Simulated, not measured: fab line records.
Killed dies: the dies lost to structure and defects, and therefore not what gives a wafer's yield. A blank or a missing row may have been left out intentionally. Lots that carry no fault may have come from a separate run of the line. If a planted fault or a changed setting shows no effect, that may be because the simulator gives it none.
2 desks, one fault || flow berkeley_cmos170 || what lay behind the numbers comes last; until then each desk has only its own

== AT THE TOOL OWNER'S DESK: implanter-02 ==
UCB170_NSD_IMPLANT_08, tool's own readings: per-lot mean of the sampled wafers with a number, covering each lot this tool ran. The brackets show how far a lot's mean lies from the usual mean; more than 4 standard deviations puts the lot out of limits, marked OUT.
Columns: A = beam_energy_keV at UCB170_NSD_IMPLANT_08, usual 39.997
{"lot": "L498", "first seen here": "day 6 11:56", "A": 39.999}
{"lot": "L500", "first seen here": "day 7 04:13", "A": 39.984}
{"lot": "L501", "first seen here": "day 7 04:27", "A": 39.996}
{"lot": "L502", "first seen here": "day 7 17:21", "A": 39.989}
{"lot": "L504", "first seen here": "day 8 07:31", "A": 40.003}
{"lot": "L505", "first seen here": "day 8 08:19", "A": 40.021}
{"lot": "L517", "first seen here": "day 10 08:29", "A": "36.260 (-99 or more) OUT"}
{"lot": "L520", "first seen here": "day 10 22:55", "A": "36.250 (-99 or more) OUT"}
This desk finds L517, L520 out of limits, L517 being first, at day 10 08:29 (beam_energy_keV at UCB170_NSD_IMPLANT_08). In limits: L498, L500, L501, L502, L504, L505.

== AT THE METROLOGY DESK ==
Lot by lot, what the gauges showed, no matter which tool ran the lot: averages of those sampled wafers that carry a number. The brackets show how far a lot's mean lies from the usual mean; more than 4 standard deviations puts the lot out of limits, marked OUT.
Columns: A = GATE_OVL at UCB170_GATE_OVL_MEAS_13, usual -2 nm; B = PLDD_TW at UCB170_PLDD_TW_MEAS_11, usual 1009; C = NSD_RS at UCB170_SDANNEAL_RS_MEAS_03, usual 37.26 ohm/sq; D = SILICIDE_TI_RS at UCB170_SILICIDE_RS_MEAS_02, usual 26.1 ohm/sq
{"lot": "L498", "first seen here": "day 5 23:02", "A": -7, "B": 996, "C": 37.23, "D": 25.7}
{"lot": "L500", "first seen here": "day 6 13:22", "A": -8, "B": 997, "C": 37.10, "D": 26.0}
{"lot": "L501", "first seen here": "day 6 13:30", "A": 7, "B": 1023, "C": 37.33, "D": 26.4}
{"lot": "L503", "first seen here": "day 7 03:28", "A": 5, "B": 1011, "C": 37.26, "D": 25.6}
{"lot": "L502", "first seen here": "day 7 03:40", "A": -6, "B": 997, "C": 37.16, "D": 26.3}
{"lot": "L504", "first seen here": "day 7 20:04", "A": 2, "B": 1012, "C": 37.24, "D": 26.2}
{"lot": "L505", "first seen here": "day 7 20:16", "A": -5, "B": 1020, "C": 37.23, "D": 26.8}
{"lot": "L507", "first seen here": "day 7 20:31", "A": -3, "B": 997, "C": 37.24, "D": 25.9}
{"lot": "L506", "first seen here": "day 7 20:46", "A": -13, "B": 1023, "C": 37.31, "D": 25.9}
{"lot": "L511", "first seen here": "day 8 23:08", "A": -4, "B": 993, "C": 37.42, "D": 26.3}
{"lot": "L513", "first seen here": "day 9 13:56", "A": 4, "B": 1012, "C": 37.21, "D": 26.1}
{"lot": "L517", "first seen here": "day 9 17:30", "A": -3, "B": 1026, "C": "38.50 (+15) OUT", "D": 26.1}
{"lot": "L516", "first seen here": "day 9 17:37", "A": 0, "B": 994, "C": 37.33, "D": 25.7}
{"lot": "L520", "first seen here": "day 10 09:53", "A": -2, "B": 1007, "C": "38.40 (+14) OUT", "D": 26.0}
Finding of this desk: L517, L520 out of limits, first seen on L517 at day 10 11:14 (NSD_RS at UCB170_SDANNEAL_RS_MEAS_03). In limits: L498, L500, L501, L503, L502, L504, L505, L507, L506, L511, L513, L516.

== PUT TOGETHER ==
On L517, L520, at day 10 08:29, an alarm was possible from the tool owner's desk.
On L517, L520, the metrology desk was in a position to raise an alarm at day 10 11:14.
Every lot named ran UCB170_NSD_IMPLANT_08 on implanter-02.

== WHAT WAS PUT IN BY THE SIMULATOR ==
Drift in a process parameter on implanter-02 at UCB170_NSD_IMPLANT_08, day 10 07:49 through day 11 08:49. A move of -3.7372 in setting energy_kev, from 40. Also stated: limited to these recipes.
Struck lots among those shown: L517, L520.
Fault start to first reading out of limits, in hours, per desk: tool owner, 1; metrology, 3.
